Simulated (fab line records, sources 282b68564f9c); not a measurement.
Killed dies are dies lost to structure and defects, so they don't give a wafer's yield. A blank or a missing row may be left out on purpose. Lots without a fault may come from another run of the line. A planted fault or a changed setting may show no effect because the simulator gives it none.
fab line records | flow rit_cmos | part 1 of 2: steps 1 to 32 of 43
record lots=5 wafers=15 last_day=6
route steps=202 shown NSD@138 PSD@142 SDANNEAL@153 PLDD@159 NLDD@160 SILICIDE@161 CONTACT@168
lots that met no fault: from a run of the same line without faults
start_h: hours from the record's first day to the start of the lot's first wafer shown | wait_h: hours since the lot's step before | " the same as in the row above | L1.1+2: a row that stands for several wafers | - no value, or no start given | * or withheld: withheld | < > ~ a bound
route shown NAME@n: a module of which the file shows steps, and the number in the route of the first | usual: mean/standard deviation of fault-free wafers | same: alike in all rows | chamber/n: place in a boat | sites: the reading at each site | _std_site: their standard deviation | _edge_site: outer sites' mean less inner sites' | radius_mm: how far each site lies from the wafer's centre | mask NAME#n: copy n | behind: the tool/chamber that last shaped the wafer | hold: why the lot was held/for how many hours/how that ended | device: the transistor (n, p or np) that didn't switch | end of line: the same wafers' tests at the end of the route | a step without rows: its recipe alone | killed: dies lost to structure and defects at the first sort, not the wafer's yield | map: a wafer's dies, x killed, . not, _ none there
set.NAME: the setting as run; set.NAME@STEP: as run at that earlier step | model.NAME: the simulator's own value behind a step, which no gauge read
lots at some steps of the route; a table a step, a row a wafer
services: from which hour (start_h, from the record's first day; less than 0 if before it) a tool's chamber was out of use, for how many hours, and why
## steps
# step RIT_NSD_HARDBAKE_07
# recipe resist=NOVOLAK temp_c=140 time_s=60
# columns lot.wafer tool chamber start_h wait_h
L075.1+2+3 litho_track-01 0 52.62 0.0
L076.4+5+6 litho_track-02 0 57.64 0.1
L083.2+3+5 litho_track-02 0 91.80 0.0
L088.1+2+4 litho_track-02 0 117.46 0.0
L089.1+3+5 litho_track-04 0 122.42 0.0
# step RIT_NSD_IMPLANT_08
# recipe species=P energy_kev=25 dose_cm2=1e+15 tilt_deg=7
# columns lot.wafer tool chamber start_h wait_h
L075.1+2+3 implanter-01 0 52.77 0.1
L076.4+5+6 implanter-01 0 57.79 0.1
L083.2+3+5 implanter-01 0 91.95 0.1
L088.1+2+4 implanter-01 0 117.61 0.1
L089.1+3+5 implanter-01 0 122.57 0.1
# step RIT_NSD_STRIP_09
# recipe chemistry=O2 time_s=180 resist=NOVOLAK platen_temp_c=withheld power_w=500 pressure_mtorr=4000 o2_flow_sccm=4000
# usual drypump_motor_current_A=5.7/0.6
# columns lot.wafer tool chamber start_h wait_h drypump_motor_current_A rf_hours_counter_h
L075.1 plasma_asher-03 1 52.92 0.1 5.6 40
L075.2 " 0 " " 5.7 40
L075.3 " 0 " " 5.6 -
L076.4 plasma_asher-03 1 57.93 0.1 5.6 -
L076.5 " 0 " " 5.7 -
L076.6 " 1 " " 5.6 -
L083.2 plasma_asher-02 1 92.08 0.1 6.6 45
L083.3 " 1 " " 6.6 -
L083.5 " 0 " " 5.2 -
L088.1 plasma_asher-03 0 117.76 0.1 5.6 0
L088.2 " 1 " " 5.6 0
L088.4 " 1 " " 5.6 -
L089.1 plasma_asher-02 1 122.72 0.1 6.6 48
L089.3 " 1 " " 6.6 -
L089.5 " 0 " " 5.2 -
# step RIT_NSD_TW_MEAS_10
# usual NSD_TW=3125/21
# columns lot.wafer tool chamber start_h wait_h NSD_TW
L075.1 film_metro-02 - 53.10 0.1 3161
L075.2 " - " " 3161
L075.3 " - " " 3135
L076.4 film_metro-01 - 58.07 0.1 3106
L076.5 " - " " 3109
L076.6 " - " " 3087
L083.2 film_metro-02 - 92.26 0.1 3116
L083.3 " - " " 3106
L083.5 " - " " 3122
L088.1 film_metro-01 - 117.94 0.1 3106
L088.2 " - " " 3101
L088.4 " - " " 3110
L089.1 film_metro-02 - 122.89 0.1 3125
L089.3 " - " " 3155
L089.5 " - " " 3147
# step RIT_PSD_HMDS_00
# recipe prime_time_s=60 prime_temp_c=140
# columns lot.wafer tool chamber start_h wait_h
L075.1+2+3 litho_track-02 0 53.16 0.1
L076.4+5+6 litho_track-02 0 58.18 0.1
L083.2+3+5 litho_track-01 0 92.34 0.1
L088.1+2+4 litho_track-01 0 118.00 0.1
L089.1+3+5 litho_track-02 0 122.95 0.1
# step RIT_PSD_COAT_01
# recipe resist=NOVOLAK spin_rpm=3250 resist_thk_nm=1000
# columns lot.wafer tool chamber start_h wait_h
L075.1+2+3 litho_track-02 0 53.31 0.1
L076.4+5+6 litho_track-02 0 58.33 0.1
L083.2+3+5 litho_track-01 0 92.49 0.1
L088.1+2+4 litho_track-01 0 118.15 0.1
L089.1+3+5 litho_track-02 0 123.10 0.1
# step RIT_PSD_SOFTBAKE_02
# recipe resist=NOVOLAK temp_c=90 time_s=60
# columns lot.wafer tool chamber start_h wait_h
L075.1+2+3 litho_track-02 0 53.46 0.1
L076.4+5+6 litho_track-02 0 58.48 0.1
L083.2+3+5 litho_track-01 0 92.64 0.1
L088.1+2+4 litho_track-01 0 118.30 0.1
L089.1+3+5 litho_track-02 0 123.25 0.1
# step RIT_PSD_EXPOSE_03
# recipe mask_id=M10 na=0.57 target_cd_nm=40900 dose_mj=250
# usual stage_vel_mm_s=499.95/0.24
# columns lot.wafer tool chamber start_h wait_h mask stage_vel_mm_s
L075.1 iline_stepper-02 0 53.61 0.1 M10#0 499.91
L075.2 " 0 " " M10#0 500.22
L075.3 " 0 " " M10#0 499.39
L076.4 iline_stepper-02 0 58.61 0.1 M10#0 499.85
L076.5 " 0 " " M10#0 499.81
L076.6 " 0 " " M10#0 499.90
L083.2 iline_stepper-02 0 92.78 0.1 M10#0 499.64
L083.3 " 0 " " M10#0 499.62
L083.5 " 0 " " M10#0 499.66
L088.1 iline_stepper-01 0 118.57 0.2 M10#0 500.10
L088.2 " 0 " " M10#0 500.16
L088.4 " 0 " " M10#0 499.89
L089.1 iline_stepper-01 0 123.40 0.1 M10#0 500.03
L089.3 " 0 " " M10#0 500.15
L089.5 " 0 " " M10#0 500.38
# step RIT_PSD_PEB_04
# recipe resist=NOVOLAK temp_c=withheld time_s=withheld
# columns lot.wafer tool chamber start_h wait_h
L075.1+2+3 litho_track-02 0 53.72 0.1
L076.4+5+6 litho_track-02 0 58.75 0.1
L083.2+3+5 litho_track-01 0 92.91 0.1
L088.1+2+4 litho_track-01 0 118.69 0.1
L089.1+3+5 litho_track-03 0 123.52 0.1
# step RIT_PSD_DEVELOP_05
# recipe resist=NOVOLAK develop_time_s=50 dev_temp_c=23
# usual developer_temp_C=22.99/0.1
# columns lot.wafer tool chamber start_h wait_h developer_temp_C
L075.1 litho_track-02 0 - - 22.85
L075.2 " 0 " " 23.14
L075.3 " 0 " " 23.03
L076.4 litho_track-02 0 - - 22.97
L076.5 " 0 " " 23.02
L076.6 " 0 " " 22.92
L083.2 litho_track-01 0 - - 22.77
L083.3 " 0 " " 22.87
L083.5 " 0 " " 22.97
L088.1 litho_track-01 0 - - 23.03
L088.2 " 0 " " 22.78
L088.4 " 0 " " 22.97
L089.1 litho_track-03 0 - - 23.09
L089.3 " 0 " " 23.07
L089.5 " 0 " " 22.91
# step RIT_PSD_OVL_MEAS_06
# usual PSD_OVL=0.5/1.4
# columns lot.wafer tool chamber start_h wait_h PSD_OVL[nm]
L075.1 overlay-02 - 54.01 - 1.4
L075.2 " - " " -0.1
L075.3 " - " " 2.8
L076.4 overlay-01 - 58.97 - 2.1
L076.5 " - " " 2.2
L076.6 " - " " 2.0
L083.2 overlay-01 - 93.17 - -1.3
L083.3 " - " " 0.5
L083.5 " - " " 0.0
L088.1 overlay-02 - 118.97 - 0.6
L088.2 " - " " -0.1
L088.4 " - " " 0.8
L089.1 overlay-01 - 123.80 - 0.6
L089.3 " - " " 0.8
L089.5 " - " " 0.2
# step RIT_PSD_HARDBAKE_07
# recipe resist=NOVOLAK temp_c=140 time_s=60
# columns lot.wafer tool chamber start_h wait_h
L075.1+2+3 litho_track-03 0 54.04 0.0
L076.4+5+6 litho_track-02 0 59.07 0.1
L083.2+3+5 litho_track-02 0 93.23 0.0
L088.1+2+4 litho_track-01 0 119.01 0.0
L089.1+3+5 litho_track-02 0 123.84 0.0
# step RIT_PSD_IMPLANT_08
# recipe species=BF2 energy_kev=27 dose_cm2=5e+15 tilt_deg=7
# columns lot.wafer tool chamber start_h wait_h
L075.1+2+3 implanter-04 0 54.19 0.1
L076.4+5+6 implanter-04 0 59.22 0.1
L083.2+3+5 implanter-02 0 93.38 0.1
L088.1+2+4 implanter-02 0 119.16 0.1
L089.1+3+5 implanter-02 0 123.99 0.1
# step RIT_PSD_STRIP_09
# recipe chemistry=O2 time_s=180 resist=NOVOLAK platen_temp_c=withheld power_w=500 pressure_mtorr=4000 o2_flow_sccm=4000
# usual drypump_motor_current_A=5.6/0.52
# columns lot.wafer tool chamber start_h wait_h drypump_motor_current_A rf_hours_counter_h
L075.1 plasma_asher-02 1 54.34 0.1 6.6 41
L075.2 " 0 " " 5.2 41
L075.3 " 0 " " 5.2 -
L076.4 plasma_asher-02 1 59.35 0.1 6.6 -
L076.5 " 1 " " 6.6 -
L076.6 " 0 " " 5.2 -
L083.2 plasma_asher-03 0 93.50 0.1 5.6 45
L083.3 " 0 " " 5.7 -
L083.5 " 1 " " 5.6 -
L088.1 plasma_asher-03 1 119.31 0.1 5.6 0
L088.2 " 0 " " 5.7 0
L088.4 " 0 " " 5.7 -
L089.1 plasma_asher-01 0 124.14 0.1 5.3 48
L089.3 " 1 " " 5.3 -
L089.5 " 0 " " 5.3 -
# step RIT_PSD_TW_MEAS_10
# usual PSD_TW=3425/20
# columns lot.wafer tool chamber start_h wait_h PSD_TW
L075.1 film_metro-01 - 54.52 0.1 3389
L075.2 " - " " 3389
L075.3 " - " " 3405
L076.4 film_metro-01 - 59.50 0.1 3393
L076.5 " - " " 3370
L076.6 " - " " 3401
L083.2 film_metro-01 - 93.69 0.1 3419
L083.3 " - " " 3418
L083.5 " - " " 3424
L088.1 film_metro-01 - 119.48 0.1 3382
L088.2 " - " " 3407
L088.4 " - " " 3404
L089.1 film_metro-02 - 124.31 0.1 3453
L089.3 " - " " 3466
L089.5 " - " " 3449
# step RIT_SDANNEAL_CLEAN_00
# recipe chemistry=SC1 mix=3:3:50 time_s=600 temp_c=75
# columns lot.wafer tool chamber start_h wait_h
L075.1+2+3 wet_bench-01 0 54.58 0.1
L076.4+5+6 wet_bench-04 3 59.53 0.0
L083.2+3+5 wet_bench-04 0 93.74 0.0
L088.1+2+4 wet_bench-04 1 119.54 0.1
L089.1+3+5 wet_bench-04 3 124.44 0.1
# step RIT_SDANNEAL_CLEAN_01
# recipe chemistry=dHF dilution=50:1 time_s=30
# columns lot.wafer tool chamber start_h wait_h
L075.1+2+3 wet_bench-02 3 54.75 0.0
L076.4+5+6 wet_bench-02 1 59.70 0.0
L083.2+3+5 wet_bench-01 1 93.91 0.0
L088.1+2+4 wet_bench-01 3 119.72 0.0
L089.1+3+5 wet_bench-02 1 124.61 0.0
# step RIT_SDANNEAL_CLEAN_02
# recipe chemistry=SC2 mix=3:3:50 time_s=600 temp_c=75 dry=n2_spin
# columns lot.wafer tool chamber start_h wait_h
L075.1+2+3 wet_bench-01 2 54.77 0.0
L076.4+5+6 wet_bench-04 0 59.72 0.0
L083.2+3+5 wet_bench-04 1 93.93 0.0
L088.1+2+4 wet_bench-04 3 119.73 0.0
L089.1+3+5 wet_bench-04 1 124.63 0.0
# step RIT_SDANNEAL_RTA_03
# recipe temp_c=1050 time_s=5 idle_temp_c=600 ramp_up_c_per_s=342 ramp_down_c_per_s=171 cool_to_c=600 ambient=N2
# usual ramp_up_c_per_s=341.99/0.056 wafer_temp_C_max=1053.5/1.2
# columns lot.wafer tool chamber start_h wait_h ramp_up_c_per_s wafer_temp_C_max
L075.1 rtp_anneal-01 0 54.94 0.0 341.93 1054.1
L075.2 " 0 " " 341.99 1054.0
L075.3 " 0 " " 341.90 1052.7
L076.4 rtp_anneal-02 0 59.92 0.0 341.92 1053.0
L076.5 " 0 " " 341.96 1053.8
L076.6 " 0 " " 342.04 1053.0
L083.2 rtp_anneal-01 0 94.14 0.0 342.00 1052.9
L083.3 " 0 " " 342.11 1054.0
L083.5 " 0 " " 342.06 1054.7
L088.1 rtp_anneal-02 0 119.91 0.0 341.95 1054.0
L088.2 " 0 " " 342.02 1053.1
L088.4 " 0 " " 342.03 1053.6
L089.1 rtp_anneal-01 0 124.81 0.0 342.04 1052.2
L089.3 " 0 " " 341.97 1053.7
L089.5 " 0 " " 342.07 1054.7
# step RIT_SDANNEAL_RS_MEAS_04
# recipe thk_meas_gauge=four-point-probe
# usual PSD_RS=116.1/0.3
# columns lot.wafer tool chamber start_h wait_h PSD_RS[ohm/sq]
L075.1 film_metro-04 - 55.00 0.0 116.0
L075.2 " - " " 116.4
L075.3 " - " " 116.0
L076.4 film_metro-02 - 60.01 0.1 116.2
L076.5 " - " " 116.1
L076.6 " - " " 116.3
L083.2 film_metro-01 - 94.36 0.2 116.0
L083.3 " - " " 115.9
L083.5 " - " " 116.1
L088.1 film_metro-02 - 119.97 0.0 116.1
L088.2 " - " " 115.7
L088.4 " - " " 115.8
L089.1 film_metro-01 - 124.86 0.0 116.1
L089.3 " - " " 115.8
L089.5 " - " " 115.6
# step RIT_SDANNEAL_RS_MEAS_05
# recipe thk_meas_gauge=four-point-probe
# usual NSD_RS=84.59/0.26
# columns lot.wafer tool chamber start_h wait_h NSD_RS[ohm/sq]
L075.1 film_metro-04 - 55.12 0.1 84.51
L075.2 " - " " 84.51
L075.3 " - " " 84.60
L076.4 film_metro-02 - 60.13 0.1 84.63
L076.5 " - " " 84.45
L076.6 " - " " 84.45
L083.2 film_metro-01 - 94.48 0.1 84.31
L083.3 " - " " 84.55
L083.5 " - " " 84.16
L088.1 film_metro-02 - 120.09 0.1 84.28
L088.2 " - " " 84.42
L088.4 " - " " 84.39
L089.1 film_metro-01 - 124.98 0.1 84.14
L089.3 " - " " 84.00
L089.5 " - " " 84.00
# step RIT_SDANNEAL_RS_MEAS_06
# recipe thk_meas_gauge=four-point-probe
# usual PLDD_RS=178.9/0.41
# columns lot.wafer tool chamber start_h wait_h PLDD_RS[ohm/sq]
L075.1 film_metro-04 - 55.24 0.1 179.2
L075.2 " - " " 178.7
L075.3 " - " " 178.7
L076.4 film_metro-02 - 60.25 0.1 179.3
L076.5 " - " " 179.4
L076.6 " - " " 179.5
L083.2 film_metro-01 - 94.60 0.1 179.0
L083.3 " - " " 179.7
L083.5 " - " " 179.1
L088.1 film_metro-02 - 120.21 0.1 178.8
L088.2 " - " " 178.1
L088.4 " - " " 178.5
L089.1 film_metro-01 - 125.10 0.1 179.2
L089.3 " - " " 178.4
L089.5 " - " " 178.6
# step RIT_SDANNEAL_RS_MEAS_07
# recipe thk_meas_gauge=four-point-probe
# usual NLDD_RS=151.8/0.5
# columns lot.wafer tool chamber start_h wait_h NLDD_RS[ohm/sq]
L075.1 film_metro-04 - 55.36 0.1 153.2
L075.2 " - " " 152.4
L075.3 " - " " 152.8
L076.4 film_metro-02 - 60.37 0.1 152.3
L076.5 " - " " 151.9
L076.6 " - " " 152.6
L083.2 film_metro-01 - 94.72 0.1 151.5
L083.3 " - " " 151.9
L083.5 " - " " 152.5
L088.1 film_metro-02 - 120.33 0.1 151.1
L088.2 " - " " 151.7
L088.4 " - " " 151.1
L089.1 film_metro-01 - 125.22 0.1 152.4
L089.3 " - " " 152.0
L089.5 " - " " 152.1
# step RIT_SILICIDE_WET_ETCH_00
# recipe chemistry=BOE target=SiO2 target_depth_nm=14 time_s=15 dry=n2_spin dilution=10:1 temp_c=21.5
# columns lot.wafer tool chamber start_h wait_h
L075.1+2+3 wet_bench-02 1 55.48 0.1
L076.4+5+6 wet_bench-04 2 60.43 0.0
L083.2+3+5 wet_bench-03 2 94.82 0.1
L088.1+2+4 wet_bench-03 3 120.45 0.1
L089.1+3+5 wet_bench-03 1 125.34 0.1
# step RIT_SILICIDE_SPUTTER_01
# recipe material=Ti target_thk_nm=30 power_w=350 chamber_pressure_pa=0.667 gas=Ar time_s=240 substrate_temp_c=25
# usual throttle_valve_pct=30.0/1.3
# columns lot.wafer tool chamber start_h wait_h throttle_valve_pct
L075.1 pvd_sputter-03 - 55.50 0.0 31.6
L075.2 " - " " 31.3
L075.3 " - " " 29.8
L076.4 pvd_sputter-02 - 60.45 0.0 30.4
L076.5 " - " " 30.9
L076.6 " - " " 30.6
L083.2 pvd_sputter-03 - 94.83 0.0 31.6
L083.3 " - " " 31.6
L083.5 " - " " 31.3
L088.1 pvd_sputter-01 - 120.46 0.0 27.8
L088.2 " - " " 30.1
L088.4 " - " " 29.4
L089.1 pvd_sputter-03 - 125.36 0.0 29.7
L089.3 " - " " 31.3
L089.5 " - " " 30.0
# step RIT_SILICIDE_RS_MEAS_02
# recipe thk_meas_gauge=four-point-probe reads=Ti_of_SILICIDE_SPUTTER_01
# usual SILICIDE_TI_RS=47.5/0.65
# columns lot.wafer tool chamber start_h wait_h SILICIDE_TI_RS[ohm/sq]
L075.1 film_metro-01 - 55.65 0.1 46.6
L075.2 " - " " 47.8
L075.3 " - " " 47.8
L076.4 film_metro-03 - 60.66 0.1 48.0
L076.5 " - " " 47.4
L076.6 " - " " 47.8
L083.2 film_metro-04 - 95.00 0.1 48.4
L083.3 " - " " 46.6
L083.5 " - " " 48.3
L088.1 film_metro-03 - 120.61 0.1 47.2
L088.2 " - " " 46.9
L088.4 " - " " 47.0
L089.1 film_metro-03 - 125.51 0.1 48.5
L089.3 " - " " 48.6
L089.5 " - " " 48.1
# step RIT_SILICIDE_THK_MEAS_03
# recipe thk_meas_gauge=xrf reads=Ti_of_SILICIDE_SPUTTER_01
# usual SILICIDE_TI_THK=30.6/0.34
# columns lot.wafer tool chamber start_h wait_h SILICIDE_TI_THK[nm]
L075.1 film_metro-01 - 55.77 0.1 30.9
L075.2 " - " " 30.3
L075.3 " - " " 30.3
L076.4 film_metro-03 - 60.75 0.1 30.3
L076.5 " - " " 30.5
L076.6 " - " " 30.4
L083.2 film_metro-04 - 95.11 0.1 30.2
L083.3 " - " " 31.2
L083.5 " - " " 30.3
L088.1 film_metro-03 - 120.73 0.1 30.9
L088.2 " - " " 31.0
L088.4 " - " " 31.0
L089.1 film_metro-03 - 125.63 0.1 30.2
L089.3 " - " " 30.1
L089.5 " - " " 30.3
# step RIT_SILICIDE_RTA_04
# recipe temp_c=650 time_s=10 idle_temp_c=25 ramp_up_s=5 ramp_down_s=5 cool_to_c=25 ambient=N2
# usual wafer_temp_C_max=652.6/0.84
# columns lot.wafer tool chamber start_h wait_h wafer_temp_C_max
L075.1 rtp_anneal-02 0 55.83 0.1 653.2
L075.2 " 0 " " 653.5
L075.3 " 0 " " 653.0
L076.4 rtp_anneal-01 0 60.81 0.1 652.2
L076.5 " 0 " " 652.0
L076.6 " 0 " " 651.8
L083.2 rtp_anneal-02 0 95.17 0.1 653.6
L083.3 " 0 " " 654.2
L083.5 " 0 " " 652.3
L088.1 rtp_anneal-01 0 120.79 0.1 652.5
L088.2 " 0 " " 652.6
L088.4 " 0 " " 652.3
L089.1 rtp_anneal-02 0 125.69 0.1 653.1
L089.3 " 0 " " 653.1
L089.5 " 0 " " 653.4
# step RIT_SILICIDE_WET_ETCH_05
# recipe chemistry=SPM target=Ti temp_c=90 time_s=120 dry=n2_spin
# columns lot.wafer tool chamber start_h wait_h
L075.1+2+3 wet_bench-03 2 55.89 0.1
L076.4+5+6 wet_bench-04 1 60.84 0.0
L083.2+3+5 wet_bench-04 3 95.23 0.0
L088.1+2+4 wet_bench-04 1 120.86 0.1
L089.1+3+5 wet_bench-04 1 125.75 0.1
# step RIT_SILICIDE_RTA_06
# recipe temp_c=750 time_s=10 idle_temp_c=25 ramp_up_s=5 ramp_down_s=10 cool_to_c=25 ambient=N2
# usual wafer_temp_C_max=753.0/0.93
# columns lot.wafer tool chamber start_h wait_h wafer_temp_C_max
L075.1 rtp_anneal-01 0 55.93 0.0 752.1
L075.2 " 0 " " 752.0
L075.3 " 0 " " 752.8
L076.4 rtp_anneal-02 0 60.92 0.0 752.5
L076.5 " 0 " " 752.5
L076.6 " 0 " " 753.3
L083.2 rtp_anneal-01 0 95.29 0.0 752.4
L083.3 " 0 " " 752.7
L083.5 " 0 " " 752.0
L088.1 rtp_anneal-02 0 120.90 0.0 752.5
L088.2 " 0 " " 753.6
L088.4 " 0 " " 753.3
L089.1 rtp_anneal-01 0 125.79 0.0 752.5
L089.3 " 0 " " 751.7
L089.5 " 0 " " 753.6
# step RIT_CONTACT_CVD_00
# recipe material=SiO2 target_thk_nm=400 precursor=TEOS temp_c=390 time_s=61 rf_w=400
# usual heater_power_w=321/43
# columns lot.wafer tool chamber start_h wait_h heater_power_w
L075.1 pecvd-04 0 56.00 0.1 269
L075.2 " 1 " " 348
L075.3 " 2 " " 294
L076.4 pecvd-03 0 60.98 0.0 292
L076.5 " 1 " " 364
L076.6 " 2 " " 408
L083.2 pecvd-01 0 95.40 0.1 261
L083.3 " 2 " " 340
L083.5 " 2 " " 251
L088.1 pecvd-03 2 120.96 0.1 369
L088.2 " 0 " " 308
L088.4 " 2 " " 399
L089.1 pecvd-01 1 125.86 0.1 314
L089.3 " 2 " " 329
L089.5 " 2 " " 335
# step RIT_CONTACT_THK_MEAS_01
# recipe reads=SiO2_of_CONTACT_CVD_00
# usual CONTACT_TEOS_THK=398/5.2
# columns lot.wafer tool chamber start_h wait_h CONTACT_TEOS_THK[nm]
L075.1 film_metro-02 - 56.05 0.0 395
L075.2 " - " " 397
L075.3 " - " " 394
L076.4 film_metro-02 - 61.03 0.0 406
L076.5 " - " " 402
L076.6 " - " " 400
L083.2 film_metro-03 - 95.46 0.0 397
L083.3 " - " " 396
L083.5 " - " " 401
L088.1 film_metro-04 - 121.01 0.0 396
L088.2 " - " " 393
L088.4 " - " " 390
L089.1 film_metro-03 - 125.91 0.0 399
L089.3 " - " " 392
L089.5 " - " " 396
